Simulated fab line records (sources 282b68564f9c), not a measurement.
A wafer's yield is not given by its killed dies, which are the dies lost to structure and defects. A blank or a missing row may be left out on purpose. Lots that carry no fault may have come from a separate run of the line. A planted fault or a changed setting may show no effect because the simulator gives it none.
Which tool is to blame? + flow ritCmos + 15 lots with 45 wafers sampled at 2 steps, on a route of 202 steps

WHAT THE GAUGES READ, wafer by wafer
RIT_NWELL_OVL_MEAS_06.
| lot  | measured    | on         | NWELL_OVL (nm)       |
|------|-------------|------------|----------------------|
| L978 | day 1 20:15 | overlay-01 | 2.5 4.4 2.4          |
| L980 | day 2 07:00 | overlay-01 | 4.0 3.5 2.5          |
| L981 | day 2 12:05 | overlay-01 | 0.5 1.2 -1.2         |
| L982 | day 2 16:20 | overlay-02 | 4.4 4.5 3.2          |
| L983 | day 2 21:19 | overlay-01 | 0.5 1.9 1.0          |
| L988 | day 3 23:05 | overlay-01 | -145.5 -147.5 -146.3 |
| L990 | day 4 08:59 | overlay-01 | -148.5 -149.1 -148.8 |
| L991 | day 4 13:16 | overlay-01 | -147.0 -148.9 -147.4 |
| L994 | day 5 04:17 | overlay-02 | 1.8 1.3 0.9          |
| L995 | day 5 09:40 | overlay-02 | 2.4 1.5 0.8          |
| L996 | day 5 14:18 | overlay-02 | 1.7 3.6 2.8          |
| L998 | day 6 02:53 | overlay-01 | 0.1 -0.5 1.1         |
| L999 | day 6 07:13 | overlay-02 | 3.2 2.8 1.9          |
| L100 | day 6 11:52 | overlay-01 | 2.8 2.9 2.0          |
| L101 | day 6 17:38 | overlay-02 | 2.9 2.2 2.0          |

WHICH TOOL RAN EACH LOT (tool, then ch and the chambers of the sampled wafers, then the start)
| lot  | RIT_NWELL_EXPOSE_03               |
|------|-----------------------------------|
| L978 | ilineStepper-01 ch 0, day 1 19:50 |
| L980 | ilineStepper-01 ch 0, day 2 06:34 |
| L981 | ilineStepper-02 ch 0, day 2 11:39 |
| L982 | ilineStepper-02 ch 0, day 2 15:55 |
| L983 | ilineStepper-01 ch 0, day 2 20:55 |
| L988 | ilineStepper-02 ch 0, day 3 22:41 |
| L990 | ilineStepper-02 ch 0, day 4 08:34 |
| L991 | ilineStepper-02 ch 0, day 4 12:51 |
| L994 | ilineStepper-01 ch 0, day 5 03:52 |
| L995 | ilineStepper-01 ch 0, day 5 09:14 |
| L996 | ilineStepper-01 ch 0, day 5 13:52 |
| L998 | ilineStepper-01 ch 0, day 6 02:29 |
| L999 | ilineStepper-01 ch 0, day 6 06:48 |
| L100 | ilineStepper-01 ch 0, day 6 11:26 |
| L101 | ilineStepper-01 ch 0, day 6 17:13 |
- RIT_NWELL_EXPOSE_03: exposes mask M2, target cd 43900 nm.

AS READ BY THE TOOLS THEMSELVES (means over the sampled wafers that have a number; for cases with no such wafer, the mark the record gives instead)
RIT_NWELL_EXPOSE_03.
| lot  | tool            | stageVelMmS (mm/s) |
|------|-----------------|--------------------|
| L978 | ilineStepper-01 | 500.04             |
| L980 | ilineStepper-01 | 500.11             |
| L981 | ilineStepper-02 | 500.26             |
| L982 | ilineStepper-02 | 500.53             |
| L983 | ilineStepper-01 | 500.19             |
| L988 | ilineStepper-02 | 499.72             |
| L990 | ilineStepper-02 | 500.33             |
| L991 | ilineStepper-02 | 499.68             |
| L994 | ilineStepper-01 | 499.94             |
| L995 | ilineStepper-01 | 499.94             |
| L996 | ilineStepper-01 | 499.73             |
| L998 | ilineStepper-01 | 500.13             |
| L999 | ilineStepper-01 | 499.82             |
| L100 | ilineStepper-01 | 500.22             |
| L101 | ilineStepper-01 | 499.93             |

THE ANSWER, worked out from the rows above alone
Rule: usual is defined by the lots themselves. The widest of any qualifying gaps counts: lots, ordered by their means at a reading, are off when they make up no more than a third of the lots, leave a main group of 4 or more, and stand apart from it by 3 or more times the standard deviation of that group's means. If all means in a main group match to the digits the tables above print for the reading, that group is not used. A lot without any number at a reading at which 4 lots or more have one is off too. Any other lot the step has rows for is counted as sound. The gauges are gone through in route order, then the tools' own readings, and for those a lot's mean is taken as printed above. At the first step where some lot is off, the reading lying furthest off is the one used; lots without a number count as furthest.
Off: at RIT_NWELL_OVL_MEAS_06 (NWELL_OVL), L988, L990, L991. Mean 2.1 nm and standard deviation 1.2 in the main group.
If a tool, at a process step before that reading, ran all the lots that are off and no sound lot after the first of them, it fits. The gauges at RIT_NWELL_OVL_MEAS_06 are tried like those tools. One fits: RIT_NWELL_EXPOSE_03 on ilineStepper-02. Its last sound lot is L982 (day 2 15:55), its first lot that is off L988 (day 3 22:41): a fault that began between those two fits.

WHAT THE SIMULATOR HAD PUT IN
Scanner matching overlay: ilineStepper-02, from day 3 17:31 on, at RIT_NWELL_EXPOSE_03. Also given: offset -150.
Lots struck among those shown: L988, L990, L991. The rule above reached the same finding.
